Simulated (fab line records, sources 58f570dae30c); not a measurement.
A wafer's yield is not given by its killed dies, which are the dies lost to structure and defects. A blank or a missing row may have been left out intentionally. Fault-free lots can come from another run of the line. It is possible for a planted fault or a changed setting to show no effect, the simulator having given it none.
Which tool did it? :: flow berkeley cmos170 :: 42 wafers from 14 lots sampled at 5 of the route's 331 steps

## WHAT THE GAUGES SHOWED, per wafer
UCB170_FIELD_THK_MEAS_91. Usual: FIELD_OXIDE_LEFT_2_THK typically reads 353 nm, with standard deviation 8.8.
lot: L405
measured: day 5 10:20
on: film metro-02
FIELD_OXIDE_LEFT_2_THK (nm): 358 366 365
flag: 

lot: L406
measured: day 5 23:59
on: film metro-04
FIELD_OXIDE_LEFT_2_THK (nm): 338 336 336
flag: 

lot: L409
measured: day 6 19:10
on: film metro-02
FIELD_OXIDE_LEFT_2_THK (nm): 351 353 354
flag: 

lot: L411
measured: day 6 22:28
on: film metro-04
FIELD_OXIDE_LEFT_2_THK (nm): 355 353 345
flag: 

lot: L412
measured: day 6 22:44
on: film metro-02
FIELD_OXIDE_LEFT_2_THK (nm): 339 353 351
flag: 

lot: L414
measured: day 7 06:07
on: film metro-04
FIELD_OXIDE_LEFT_2_THK (nm): 339 341 342
flag: 

lot: L413
measured: day 7 06:22
on: film metro-03
FIELD_OXIDE_LEFT_2_THK (nm): 358 356 356
flag: 

lot: L416
measured: day 7 19:04
on: film metro-02
FIELD_OXIDE_LEFT_2_THK (nm): 358 349 346
flag: 

lot: L419
measured: day 8 11:29
on: film metro-03
FIELD_OXIDE_LEFT_2_THK (nm): 353 349 358
flag: 

lot: L418
measured: day 8 11:37
on: film metro-03
FIELD_OXIDE_LEFT_2_THK (nm): 346 342 354
flag: 

lot: L422
measured: day 8 20:18
on: film metro-02
FIELD_OXIDE_LEFT_2_THK (nm): 361 358 359
flag: 

lot: L425
measured: day 9 21:43
on: film metro-02
FIELD_OXIDE_LEFT_2_THK (nm): 353 347 345
flag: 

lot: L427
measured: day 9 21:58
on: film metro-02
FIELD_OXIDE_LEFT_2_THK (nm): 346 352 354
flag: 

lot: L428
measured: day 10 13:12
on: film metro-04
FIELD_OXIDE_LEFT_2_THK (nm): 344 343 351
flag: 

UCB170_NLDD_CD_MEAS_06: target cd 1200 nm. Usual: cd nm reads 1200.0 nm (standard deviation 1.4).
lot: L405
measured: day 6 02:34
on: cd sem-02
cd nm (nm): 1198.7 1198.0 1197.8
flag: 

lot: L406
measured: day 6 20:07
on: cd sem-02
cd nm (nm): 1199.9 1199.2 1200.6
flag: 

lot: L409
measured: day 7 13:04
on: cd sem-01
cd nm (nm): 1201.7 1200.9 1200.3
flag: 

lot: L411
measured: day 7 13:28
on: cd sem-02
cd nm (nm): 1197.3 1196.6 1197.9
flag: 

lot: L412
measured: day 7 13:19
on: cd sem-01
cd nm (nm): 1201.8 1201.5 1202.5
flag: 

lot: L414
measured: day 7 22:26
on: cd sem-02
cd nm (nm): 1201.0 1199.4 1200.5
flag: 

lot: L413
measured: day 7 21:53
on: cd sem-02
cd nm (nm): 1198.4 1199.3 1199.2
flag: 

lot: L416
measured: day 8 11:23
on: cd sem-02
cd nm (nm): 1198.3 1199.4 1198.6
flag: 

lot: L419
measured: day 9 05:28
on: cd sem-02
cd nm (nm): 1199.2 1199.8 1200.6
flag: 

lot: L418
measured: day 9 10:08
on: cd sem-02
cd nm (nm): 1201.7 1201.6 1201.0
flag: 

lot: L422
measured: day 9 11:43
on: cd sem-01
cd nm (nm): 1200.9 1200.1 1199.3
flag: 

lot: L425
measured: day 10 14:56
on: cd sem-02
cd nm (nm): 1199.3 1198.7 1199.7
flag: 

lot: L427
measured: day 10 15:13
on: cd sem-01
cd nm (nm): 1199.2 1199.8 1198.8
flag: 

lot: L428
measured: day 11 02:44
on: cd sem-01
cd nm (nm): 1199.4 1197.7 1198.0
flag: 

UCB170_SDANNEAL_RS_MEAS_05: a four-point-probe measurement. Usual: NLDD_RS typically reads 615.7 ohm/sq, with standard deviation 1.3.
lot: L405
measured: day 6 13:20
on: film metro-01
NLDD_RS (ohm/sq): 614.8 615.2 613.9
flag: 

lot: L406
measured: day 7 07:09
on: film metro-03
NLDD_RS (ohm/sq): 614.9 618.0 616.9
flag: 

lot: L409
measured: day 7 23:38
on: film metro-04
NLDD_RS (ohm/sq): 615.5 616.0 615.6
flag: 

lot: L411
measured: day 8 00:01
on: film metro-03
NLDD_RS (ohm/sq): 616.0 616.3 616.8
flag: 

lot: L412
measured: day 7 22:41
on: film metro-03
NLDD_RS (ohm/sq): 616.8 616.8 615.4
flag: 

lot: L414
measured: day 8 11:13
on: film metro-01
NLDD_RS (ohm/sq): 616.6 615.4 616.9
flag: 

lot: L413
measured: day 8 11:01
on: film metro-03
NLDD_RS (ohm/sq): 613.9 616.1 616.1
flag: 

lot: L416
measured: day 9 03:20
on: film metro-03
NLDD_RS (ohm/sq): 614.8 615.5 614.3
flag: 

lot: L419
measured: day 9 15:51
on: film metro-01
NLDD_RS (ohm/sq): 617.6 619.7 616.1
flag: 

lot: L418
measured: day 9 19:40
on: film metro-03
NLDD_RS (ohm/sq): 614.7 615.1 613.8
flag: 

lot: L422
measured: day 9 20:29
on: film metro-03
NLDD_RS (ohm/sq): 614.9 615.7 617.4
flag: 

lot: L425
measured: day 11 00:58
on: film metro-01
NLDD_RS (ohm/sq): 610.7 610.6 609.7
flag: OFF

lot: L427
measured: day 11 01:08
on: film metro-03
NLDD_RS (ohm/sq): 619.2 615.7 616.9
flag: 

lot: L428
measured: day 11 12:43
on: film metro-03
NLDD_RS (ohm/sq): 610.9 612.0 610.9
flag: OFF

## WHICH TOOL RAN EACH LOT (tool, then ch and the chambers of the sampled wafers, then the start)
lot: L405
UCB170_NLDD_IMPLANT_08: implanter-03 ch 0, day 6 02:43
UCB170_NLDD_STRIP_10: plasma asher-01 ch 1, day 6 02:59

lot: L406
UCB170_NLDD_IMPLANT_08: implanter-01 ch 0, day 6 20:16
UCB170_NLDD_STRIP_10: plasma asher-02 ch 0,1, day 6 20:32

lot: L409
UCB170_NLDD_IMPLANT_08: implanter-03 ch 0, day 7 13:13
UCB170_NLDD_STRIP_10: plasma asher-02 ch 0,1, day 7 13:30

lot: L411
UCB170_NLDD_IMPLANT_08: implanter-02 ch 0, day 7 13:40
UCB170_NLDD_STRIP_10: plasma asher-03 ch 0,1, day 7 13:56

lot: L412
UCB170_NLDD_IMPLANT_08: implanter-03 ch 0, day 7 13:30
UCB170_NLDD_STRIP_10: plasma asher-02 ch 0,1, day 7 13:48

lot: L414
UCB170_NLDD_IMPLANT_08: implanter-02 ch 0, day 7 22:37
UCB170_NLDD_STRIP_10: plasma asher-01 ch 0,1, day 7 22:52

lot: L413
UCB170_NLDD_IMPLANT_08: implanter-01 ch 0, day 7 22:02
UCB170_NLDD_STRIP_10: plasma asher-02 ch 0,1, day 7 22:20

lot: L416
UCB170_NLDD_IMPLANT_08: implanter-01 ch 0, day 8 11:32
UCB170_NLDD_STRIP_10: plasma asher-02 ch 0,1, day 8 11:49

lot: L419
UCB170_NLDD_IMPLANT_08: implanter-03 ch 0, day 9 05:38
UCB170_NLDD_STRIP_10: plasma asher-01 ch 0,1, day 9 05:54

lot: L418
UCB170_NLDD_IMPLANT_08: implanter-03 ch 0, day 9 10:17
UCB170_NLDD_STRIP_10: plasma asher-03 ch 0,1, day 9 10:34

lot: L422
UCB170_NLDD_IMPLANT_08: implanter-03 ch 0, day 9 11:52
UCB170_NLDD_STRIP_10: plasma asher-02 ch 1, day 9 12:09

lot: L425
UCB170_NLDD_IMPLANT_08: implanter-02 ch 0, day 10 15:06
UCB170_NLDD_STRIP_10: plasma asher-03 ch 0,1, day 10 15:24

lot: L427
UCB170_NLDD_IMPLANT_08: implanter-03 ch 0, day 10 15:23
UCB170_NLDD_STRIP_10: plasma asher-01 ch 0,1, day 10 15:41

lot: L428
UCB170_NLDD_IMPLANT_08: implanter-02 ch 0, day 11 02:54
UCB170_NLDD_STRIP_10: plasma asher-02 ch 0,1, day 11 03:11
- UCB170_NLDD_IMPLANT_08
- UCB170_NLDD_STRIP_10: strips in O2.

## AS READ BY THE TOOLS THEMSELVES (means over the sampled wafers that have a number; for cases with no such wafer, the mark the record gives instead)
UCB170_NLDD_IMPLANT_08. Usual: tilt deg 7.001 degrees, standard deviation 0.02.
lot: L405
tool: implanter-03
tilt deg (degrees): 6.980
flag: 

lot: L406
tool: implanter-01
tilt deg (degrees): 6.984
flag: 

lot: L409
tool: implanter-03
tilt deg (degrees): 7.018
flag: 

lot: L411
tool: implanter-02
tilt deg (degrees): 7.004
flag: 

lot: L412
tool: implanter-03
tilt deg (degrees): 7.007
flag: 

lot: L414
tool: implanter-02
tilt deg (degrees): 7.008
flag: 

lot: L413
tool: implanter-01
tilt deg (degrees): 7.019
flag: 

lot: L416
tool: implanter-01
tilt deg (degrees): 7.022
flag: 

lot: L419
tool: implanter-03
tilt deg (degrees): 7.010
flag: 

lot: L418
tool: implanter-03
tilt deg (degrees): 6.989
flag: 

lot: L422
tool: implanter-03
tilt deg (degrees): 7.003
flag: 

lot: L425
tool: implanter-02
tilt deg (degrees): 6.222
flag: OFF

lot: L427
tool: implanter-03
tilt deg (degrees): 6.986
flag: 

lot: L428
tool: implanter-02
tilt deg (degrees): 6.259
flag: OFF

UCB170_NLDD_STRIP_10. Usual: drypump motor current A 5.7 A, standard deviation 0.32; oes product au 0.735 a.u., standard deviation 0.0048; strip time to endpoint s 21.66 s, standard deviation 0.066.
lot: L405
tool: plasma asher-01
drypump motor current A (A): 6.0
oes product au (a.u.): 0.737
strip time to endpoint s (s): 21.69
flag: 

lot: L406
tool: plasma asher-02
drypump motor current A (A): 5.9
oes product au (a.u.): 0.730
strip time to endpoint s (s): 21.66
flag: 

lot: L409
tool: plasma asher-02
drypump motor current A (A): 5.8
oes product au (a.u.): 0.737
strip time to endpoint s (s): 21.67
flag: 

lot: L411
tool: plasma asher-03
drypump motor current A (A): 5.6
oes product au (a.u.): 0.736
strip time to endpoint s (s): 21.65
flag: 

lot: L412
tool: plasma asher-02
drypump motor current A (A): 5.8
oes product au (a.u.): 0.735
strip time to endpoint s (s): 21.63
flag: 

lot: L414
tool: plasma asher-01
drypump motor current A (A): 5.9
oes product au (a.u.): 0.739
strip time to endpoint s (s): 21.53
flag: 

lot: L413
tool: plasma asher-02
drypump motor current A (A): 5.8
oes product au (a.u.): 0.734
strip time to endpoint s (s): 21.61
flag: 

lot: L416
tool: plasma asher-02
drypump motor current A (A): 5.8
oes product au (a.u.): 0.739
strip time to endpoint s (s): 21.75
flag: 

lot: L419
tool: plasma asher-01
drypump motor current A (A): 5.9
oes product au (a.u.): 0.734
strip time to endpoint s (s): 21.64
flag: 

lot: L418
tool: plasma asher-03
drypump motor current A (A): 5.4
oes product au (a.u.): 0.736
strip time to endpoint s (s): 21.57
flag: 

lot: L422
tool: plasma asher-02
drypump motor current A (A): 6.0
oes product au (a.u.): 0.737
strip time to endpoint s (s): 21.64
flag: 

lot: L425
tool: plasma asher-03
drypump motor current A (A): 5.6
oes product au (a.u.): 0.736
strip time to endpoint s (s): 21.68
flag: 

lot: L427
tool: plasma asher-01
drypump motor current A (A): 5.9
oes product au (a.u.): 0.734
strip time to endpoint s (s): 21.61
flag: 

lot: L428
tool: plasma asher-02
drypump motor current A (A): 5.9
oes product au (a.u.): 0.732
strip time to endpoint s (s): 21.62
flag: 

## THE ANSWER, worked out from the rows above alone
Rule: a lot counts as off when the mean over its wafers that have a number is more than 3 standard deviations away from the usual mean. A lot without any number at a reading at which 4 lots or more have one is off too. All remaining lots with rows at the step are treated as sound. First the gauges in route order, then the tools' own readings, where a lot's mean is used as printed above. The first step at which some lot is off is used, and at that step the reading that is off furthest; a lot without a number counts as furthest.
Off: at UCB170_SDANNEAL_RS_MEAS_05 (NLDD_RS), L425, L428.
If a tool, at a process step before that reading, ran all the lots that are off and no sound lot after the first of them, it fits. The gauges at UCB170_SDANNEAL_RS_MEAS_05 aren't tried: what is off there is off at UCB170_NLDD_IMPLANT_08 too, on other tools, and a gauge's error can't cause that. One candidate fits, namely implanter-02 at UCB170_NLDD_IMPLANT_08. Its last sound lot is L414 (day 7 22:37), its first lot that is off L425 (day 10 15:06): a fault that began between those two fits.
The tool's own readings at UCB170_NLDD_IMPLANT_08 bear it out: on the lots that are off they differ by more than 5 times the standard deviation of the sound lots' means. tilt deg reads 6.241 degrees there against 7.002 degrees on the sound lots.

## WHAT THE SIMULATOR PUT IN
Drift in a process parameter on implanter-02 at UCB170_NLDD_IMPLANT_08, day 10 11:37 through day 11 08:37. The setting tilt deg was moved by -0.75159, starting from 7. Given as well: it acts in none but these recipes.
Struck lots among those shown: L425, L428. The rule above reached the same finding.
